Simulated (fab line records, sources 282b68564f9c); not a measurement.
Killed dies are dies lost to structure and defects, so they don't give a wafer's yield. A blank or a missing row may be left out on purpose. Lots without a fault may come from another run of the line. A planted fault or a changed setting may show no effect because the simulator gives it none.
Which tool did it? | flow rit_cmos | 7 lots, 21 wafers sampled, at 1 step of a route of 202

WHAT THE GAUGES READ, wafer by wafer
RIT_FOX2_THK_MEAS_91.
lot  | measured    | on            | FIELD_OXIDE_LEFT_2_THK (nm)
L381 | day 2 13:13 | film_metro-03 | 245 246 242
L383 | day 3 00:00 | film_metro-04 | 247 245 246
L390 | day 4 09:59 | film_metro-04 | 250 251 250
L393 | day 5 01:56 | film_metro-02 | 240 238 240
L397 | day 5 20:28 | film_metro-03 | 258 259 258
L400 | day 6 12:05 | film_metro-03 | 251 250 251
L403 | day 7 03:00 | film_metro-03 | 247 237 245

WHICH TOOL RAN EACH LOT (tool, then ch and the chambers of the sampled wafers, then the start)
The record holds no process step before these readings.

THE ANSWER, worked out from the rows above alone
Rule: what is usual is taken from the lots themselves. Put in order of their means at a reading, lots are off if they are a third of the lots or fewer, leave a main group of 4 or more, and stand apart from it by a gap of 3 or more times the standard deviation of the main group's means; of several such gaps the widest counts. A main group whose means are all the same, to the digits that the tables above print for the reading, isn't used. A lot without any number at a reading at which 4 lots or more have one is off too. The other lots that the step has rows for count as sound.
No lot is off at any reading shown: from this, nothing can be told.

WHAT THE SIMULATOR HAD PUT IN
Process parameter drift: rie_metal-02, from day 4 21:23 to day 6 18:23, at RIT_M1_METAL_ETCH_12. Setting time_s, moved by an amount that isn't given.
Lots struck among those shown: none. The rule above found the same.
